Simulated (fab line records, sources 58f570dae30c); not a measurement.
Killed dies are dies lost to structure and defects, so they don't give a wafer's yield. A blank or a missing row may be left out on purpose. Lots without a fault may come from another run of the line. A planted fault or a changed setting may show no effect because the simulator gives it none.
fab line records | flow berkeley_cmos170 | part 2 of 2: steps 32 to 42 of 42
record lots=5 wafers=15 last_day=11
route steps=331 shown NLDD@166 SPACER@171 PSD@175 NSD@187 BACKSIDE@199 SDANNEAL@204
lots that met no fault: from a run of the same line without faults
start_h: hours from the record's first day to the start of the lot's first wafer shown | wait_h: hours since the lot's step before | " the same as in the row above | L1.1+2: a row that stands for several wafers | - no value, or no start given | * or withheld: withheld | < > ~ a bound
route shown NAME@n: a module of which the file shows steps, and the number in the route of the first | usual: mean/standard deviation of fault-free wafers | same: alike in all rows | chamber/n: place in a boat | sites: the reading at each site | _std_site: their standard deviation | _edge_site: outer sites' mean less inner sites' | radius_mm: how far each site lies from the wafer's centre | mask NAME#n: copy n | behind: the tool/chamber that last shaped the wafer | hold: why the lot was held/for how many hours/how that ended | device: the transistor (n, p or np) that didn't switch | end of line: the same wafers' tests at the end of the route | a step without rows: its recipe alone | killed: dies lost to structure and defects at the first sort, not the wafer's yield | map: a wafer's dies, x killed, . not, _ none there
set.NAME: the setting as run; set.NAME@STEP: as run at that earlier step | model.NAME: the simulator's own value behind a step, which no gauge read
lots at some steps of the route; a table a step, a row a wafer
services: from which hour (start_h, from the record's first day; less than 0 if before it) a tool's chamber was out of use, for how many hours, and why
## steps
# step UCB170_NSD_TW_MEAS_10
# usual NSD_TW=4190/31
# columns lot.wafer tool chamber start_h wait_h NSD_TW
L077.1 film_metro-04 - 136.60 0.1 4139
L077.2 " - " " 4144
L077.3 " - " " 4144
L081.1 film_metro-03 - 169.92 0.1 4222
L081.2 " - " " 4203
L081.6 " - " " 4190
L088.1 film_metro-04 - 192.94 0.1 4163
L088.2 " - " " 4170
L088.6 " - " " 4151
L087.1 film_metro-03 - 193.04 0.1 4240
L087.3 " - " " 4225
L087.4 " - " " 4233
L094.3 film_metro-02 - 232.55 0.1 4170
L094.4 " - " " 4178
L094.5 " - " " 4165
# step UCB170_NSD_CLEAN_11
# recipe chemistry=SPM temp_c=120 time_s=600
# same time_s=600
# columns lot.wafer tool chamber start_h wait_h
L077.1+2+3 wet_bench-01 2 136.78 0.2
L081.1+2+6 wet_bench-04 0 170.15 0.2
L088.1+2+6 wet_bench-04 0 193.00 0.1
L087.1+3+4 wet_bench-01 0 193.10 0.1
L094.3+4+5 wet_bench-01 0 233.46 0.9
# step UCB170_BACKSIDE_HMDS_00
# recipe prime_time_s=60 prime_temp_c=100
# usual prime_temp_c=99.95/0.13
# columns lot.wafer tool chamber start_h wait_h prime_temp_c
L077.1 litho_track-01 0 137.82 0.7 99.74
L077.2 " 0 " " 99.77
L077.3 " 0 " " 99.73
L081.1 litho_track-02 0 170.34 0.0 100.03
L081.2 " 0 " " 100.03
L081.6 " 0 " " 100.08
L088.1 litho_track-01 0 193.19 0.0 100.18
L088.2 " 0 " " 100.04
L088.6 " 0 " " 100.05
L087.1 litho_track-03 0 193.29 0.0 100.01
L087.3 " 0 " " 99.77
L087.4 " 0 " " 99.83
L094.3 litho_track-02 0 234.24 0.4 99.86
L094.4 " 0 " " 99.88
L094.5 " 0 " " 99.95
# step UCB170_BACKSIDE_COAT_01
# recipe resist=KrF spin_rpm=1500 resist_thk_nm=900
# columns lot.wafer tool chamber start_h wait_h
L077.1+2+3 litho_track-01 0 137.97 0.1
L081.1+2+6 litho_track-02 0 170.49 0.1
L088.1+2+6 litho_track-01 0 193.34 0.1
L087.1+3+4 litho_track-03 0 193.44 0.1
L094.3+4+5 litho_track-02 0 234.39 0.1
# step UCB170_BACKSIDE_SOFTBAKE_02
# recipe resist=KrF temp_c=130 time_s=60
# same time_s=60
# columns lot.wafer tool chamber start_h wait_h
L077.1+2+3 litho_track-01 0 138.12 0.1
L081.1+2+6 litho_track-02 0 170.64 0.1
L088.1+2+6 litho_track-01 0 193.49 0.1
L087.1+3+4 litho_track-03 0 193.59 0.1
L094.3+4+5 litho_track-02 0 234.54 0.1
# step UCB170_BACKSIDE_STRIP_03
# recipe chemistry=O2 power_w=400 pressure_mtorr=3500 platen_temp_c=withheld o2_flow_sccm=400 overash_fraction=0.5
# usual drypump_motor_current_A=5.7/0.37 oes_product_au=0.734/0.0047 strip_time_to_endpoint_s=21.99/0.059
# columns lot.wafer tool chamber start_h wait_h drypump_motor_current_A oes_product_au rf_hours_counter_h strip_time_to_endpoint_s
L077.1 plasma_asher-04 0 138.27 0.1 5.9 0.739 42 21.97
L077.2 " 1 " " 4.8 0.738 42 21.97
L077.3 " 1 " " 4.8 0.734 - 22.05
L081.1 plasma_asher-03 1 170.79 0.1 5.7 0.735 49 22.03
L081.2 " 0 " " 6.1 0.726 49 22.02
L081.6 " 1 " " 5.7 0.732 - 22.03
L088.1 plasma_asher-03 0 193.64 0.1 6.0 0.728 51 22.01
L088.2 " 1 " " 5.7 0.735 51 22.02
L088.6 " 0 " " 6.0 0.729 - 21.96
L087.1 plasma_asher-02 1 193.74 0.1 5.9 0.737 43 22.01
L087.3 " 1 " " 5.9 0.735 - 22.02
L087.4 " 0 " " 5.5 0.743 - 22.07
L094.3 plasma_asher-03 0 234.67 0.1 6.0 0.734 - 21.93
L094.4 " 1 " " 5.7 0.734 - 21.89
L094.5 " 1 " " 5.7 0.734 - 21.98
# step UCB170_BACKSIDE_CLEAN_04
# recipe chemistry=SPM temp_c=120 time_s=600
# same time_s=600
# columns lot.wafer tool chamber start_h wait_h
L077.1+2+3 wet_bench-03 3 138.37 0.1
L081.1+2+6 wet_bench-01 3 170.89 0.1
L088.1+2+6 wet_bench-01 0 193.74 0.1
L087.1+3+4 wet_bench-01 2 193.94 0.2
L094.3+4+5 wet_bench-01 2 234.74 0.0
# step UCB170_SDANNEAL_RTA_00
# recipe temp_c=900 time_s=10 ambient=N2
# usual lamp_power_pct=24.3/0.88 wafer_temp_C_max=903.9/0.86
# same time_s=10
# columns lot.wafer tool chamber start_h wait_h lamp_power_pct wafer_temp_C_max
L077.1 rtp_anneal-01 0 138.55 0.0 23.3 902.8
L077.2 " 0 " " 23.3 903.1
L077.3 " 0 " " 23.3 906.2
L081.1 rtp_anneal-02 0 171.06 0.0 25.1 903.8
L081.2 " 0 " " 25.1 903.0
L081.6 " 0 " " 25.1 903.3
L088.1 rtp_anneal-02 0 193.94 0.0 25.1 902.5
L088.2 " 0 " " 25.1 903.7
L088.6 " 0 " " 25.1 904.1
L087.1 rtp_anneal-01 0 194.15 0.0 23.3 904.1
L087.3 " 0 " " 23.3 903.8
L087.4 " 0 " " 23.3 904.9
L094.3 rtp_anneal-01 0 235.14 0.0 23.3 904.9
L094.4 " 0 " " 23.3 903.9
L094.5 " 0 " " 23.3 903.3
# step UCB170_SDANNEAL_RTA_01
# recipe temp_c=1050 time_s=5 ambient=N2
# usual lamp_power_pct=37.5/1.4 wafer_temp_C_max=1054.2/0.85
# same time_s=5
# columns lot.wafer tool chamber start_h wait_h lamp_power_pct wafer_temp_C_max
L077.1 rtp_anneal-01 0 138.61 0.1 36.0 1055.0
L077.2 " 0 " " 36.0 1053.6
L077.3 " 0 " " 36.0 1053.9
L081.1 rtp_anneal-02 0 171.13 0.1 38.8 1053.1
L081.2 " 0 " " 38.8 1053.5
L081.6 " 0 " " 38.8 1055.7
L088.1 rtp_anneal-02 0 194.01 0.1 38.8 1054.6
L088.2 " 0 " " 38.7 1053.1
L088.6 " 0 " " 38.8 1055.3
L087.1 rtp_anneal-01 0 194.22 0.1 36.0 1053.9
L087.3 " 0 " " 36.0 1054.4
L087.4 " 0 " " 36.1 1052.9
L094.3 rtp_anneal-01 0 235.21 0.1 36.1 1054.5
L094.4 " 0 " " 36.0 1054.1
L094.5 " 0 " " 36.1 1054.5
# step UCB170_SDANNEAL_RS_MEAS_02
# recipe thk_meas_gauge=four-point-probe
# usual PSD_RS=75.60/0.27
# columns lot.wafer tool chamber start_h wait_h PSD_RS[ohm/sq]
L077.1 film_metro-04 - 138.69 0.1 75.84
L077.2 " - " " 75.75
L077.3 " - " " 75.85
L081.1 film_metro-02 - 171.19 0.0 76.25
L081.2 " - " " 76.30
L081.6 " - " " 75.79
L088.1 film_metro-03 - 194.07 0.0 75.54
L088.2 " - " " 75.78
L088.6 " - " " 75.70
L087.1 film_metro-02 - 194.28 0.0 75.48
L087.3 " - " " 75.80
L087.4 " - " " 75.70
L094.3 film_metro-02 - 235.29 0.1 75.70
L094.4 " - " " 75.65
L094.5 " - " " 75.76
# step UCB170_SDANNEAL_RS_MEAS_03
# recipe thk_meas_gauge=four-point-probe
# usual NSD_RS=37.27/0.073
# columns lot.wafer tool chamber start_h wait_h NSD_RS[ohm/sq]
L077.1 film_metro-04 - 138.81 0.1 37.24
L077.2 " - " " 37.26
L077.3 " - " " 37.21
L081.1 film_metro-02 - 171.31 0.1 37.22
L081.2 " - " " 37.18
L081.6 " - " " 37.16
L088.1 film_metro-03 - 194.19 0.1 37.23
L088.2 " - " " 37.16
L088.6 " - " " 37.16
L087.1 film_metro-02 - 194.40 0.1 37.28
L087.3 " - " " 37.30
L087.4 " - " " 37.32
L094.3 film_metro-02 - 235.41 0.1 37.30
L094.4 " - " " 37.37
L094.5 " - " " 37.38
## services
# columns tool chamber start_h hours kind
plasma_asher-01 - 108.75 9.0 pm
krf_scanner-01 - 109.32 1.5 repair
wet_bench-01 - 115.72 3.9 repair
furnace-02 - 117.05 3.8 pm
implanter-01 - 121.08 1.8 repair
plasma_asher-02 - 130.15 10.5 repair
plasma_asher-04 - 131.65 1.8 repair
krf_scanner-02 - 136.54 1.0 pm
implanter-04 - 139.20 1.7 repair
krf_scanner-02 - 141.93 2.0 repair
krf_scanner-01 - 143.96 1.0 pm
krf_scanner-02 - 146.06 1.3 pm
rie_diel-04 - 159.34 14.6 pm
implanter-04 - 160.66 14.2 pm
krf_scanner-02 - 165.01 2.8 repair
furnace-01 - 171.63 3.0 pm
rie_diel-03 0 183.93 8.8 repair
plasma_asher-03 - 199.30 2.3 repair
implanter-02 - 201.66 3.5 repair
implanter-02 - 207.88 3.6 repair
krf_scanner-01 - 209.86 1.3 pm
krf_scanner-02 - 227.61 0.8 pm
plasma_asher-02 - 228.23 14.6 pm
implanter-02 - 230.12 0.6 repair
